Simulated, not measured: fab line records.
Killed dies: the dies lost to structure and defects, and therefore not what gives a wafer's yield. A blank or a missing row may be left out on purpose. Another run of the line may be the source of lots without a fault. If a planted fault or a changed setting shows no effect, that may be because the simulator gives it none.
Split-lot trial + flow rit cmos + on a route of 202 steps: 5 lots, 23 wafers read

THE SPLIT ITSELF
At RIT_NLDD_COAT_01 (resist thk 1000 nm), the setting spin rpm was moved away from the recipe's 3250 rpm on 10 of the 23 wafers read, by -5.8% to -2.0%. This setting was run at the recipe's value on the other wafers.

FROM THE SPLIT TO THE READING: what the file shows between them, 3 steps
- RIT_NLDD_SOFTBAKE_02: time 60 s
- RIT_NLDD_EXPOSE_03: exposes mask M7, target cd 40700 nm
- RIT_NLDD_DEVELOP_05: develop time 50 s

THE READING
NOVOLAK_of_NLDD_COAT_01.thk nm (the simulator's own value, which no gauge read), in nm, at RIT_NLDD_HARDBAKE_07 (time 60 s). The file gives no usual value for it. The 13 wafers here that ran the recipe average 880.7 nm, standard deviation 2.3 nm.

| wafer  | tool, chamber at the split | spin rpm as run, rpm | against the recipe | NOVOLAK_of_NLDD_COAT_01.thk nm, nm | against lot-mates on the recipe |
|--------|----------------------------|----------------------|--------------------|------------------------------------|---------------------------------|
| L074.1 | litho track-03, 0          | 3250                 | recipe             | 876.4                              | -                               |
| L074.2 | litho track-03, 0          | 3250                 | recipe             | 877.7                              | -                               |
| L074.3 | litho track-03, 0          | 3139                 | -3.4%              | 890.1                              | +12.4                           |
| L074.4 | litho track-03, 0          | 3250                 | recipe             | 878.9                              | -                               |
| L074.6 | litho track-03, 0          | 3139                 | -3.4%              | 892                                | +14.3                           |
| L078.1 | litho track-04, 0          | 3083                 | -5.1%              | 904.2                              | +22.0                           |
| L078.2 | litho track-04, 0          | 3250                 | recipe             | 880.8                              | -                               |
| L078.3 | litho track-04, 0          | 3083                 | -5.1%              | 905.9                              | +23.7                           |
| L078.5 | litho track-04, 0          | 3250                 | recipe             | 884.4                              | -                               |
| L078.6 | litho track-04, 0          | 3250                 | recipe             | 881.3                              | -                               |
| L079.1 | litho track-02, 0          | 3250                 | recipe             | 880.7                              | -                               |
| L079.4 | litho track-02, 0          | 3250                 | recipe             | 880.8                              | -                               |
| L079.6 | litho track-02, 0          | 3250                 | recipe             | 883.3                              | -                               |
| L082.1 | litho track-03, 0          | 3250                 | recipe             | 884.1                              | -                               |
| L082.2 | litho track-03, 0          | 3185                 | -2.0%              | 893                                | +10.3                           |
| L082.3 | litho track-03, 0          | 3250                 | recipe             | 881.2                              | -                               |
| L082.4 | litho track-03, 0          | 3185                 | -2.0%              | 891.1                              | +8.4                            |
| L082.6 | litho track-03, 0          | 3185                 | -2.0%              | 891.6                              | +8.9                            |
| L084.1 | litho track-03, 0          | 3250                 | recipe             | 880.8                              | -                               |
| L084.2 | litho track-03, 0          | 3061                 | -5.8%              | 905.4                              | +25.9                           |
| L084.4 | litho track-03, 0          | 3061                 | -5.8%              | 905.1                              | +25.6                           |
| L084.5 | litho track-03, 0          | 3250                 | recipe             | 878.2                              | -                               |
| L084.6 | litho track-03, 0          | 3061                 | -5.8%              | 906.8                              | +27.3                           |

FIT RESULTS
A straight line over all 23 wafers: NOVOLAK_of_NLDD_COAT_01.thk nm changes by -4.34 nm for each +1% of spin rpm; r = -0.97; the points scatter about the line by 2.6 nm.
The same after taking each lot's own level away (the mean of its wafers on the recipe; 23 wafers): -4.44 nm for each +1%; r = -0.99; scatter 1.3 nm.
That fit puts the effect of the largest move of spin rpm on the reading at 26 nm.
Measured against the standard deviation above, the lots' own levels, which go from 877.67 to 882.65 nm, span 2.2 times it.
Consequently the slope shifts little with the lot-to-lot level, the two slopes agreeing.
Check: +25.8 nm against its lot-mates is what the line predicts for one of the wafers moved furthest among these (-5.8%) when that wafer is left out of the fit. It came out at +25.9 nm against them.

THE WHOLE CHAIN: every reading that the file lists as answering this split, in the file's order
| step                 | what it does       | reading                                                                         | change (the file's fit)              | r (the file's) |
|----------------------|--------------------|---------------------------------------------------------------------------------|--------------------------------------|----------------|
| RIT_NLDD_COAT_01     | resist thk 1000 nm | NOVOLAK_of_NLDD_COAT_01.thk nm (the simulator's own value, which no gauge read) | -5.04 nm for each +1% of the setting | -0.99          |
| RIT_NLDD_HARDBAKE_07 | time 60 s          | NOVOLAK_of_NLDD_COAT_01.thk nm (the simulator's own value, which no gauge read) | -4.41 nm for each +1% of the setting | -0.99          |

THE FILE'S OWN FIT
NOVOLAK_of_NLDD_COAT_01.thk nm changes by -4.41 nm for each +1% of spin rpm, r = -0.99.
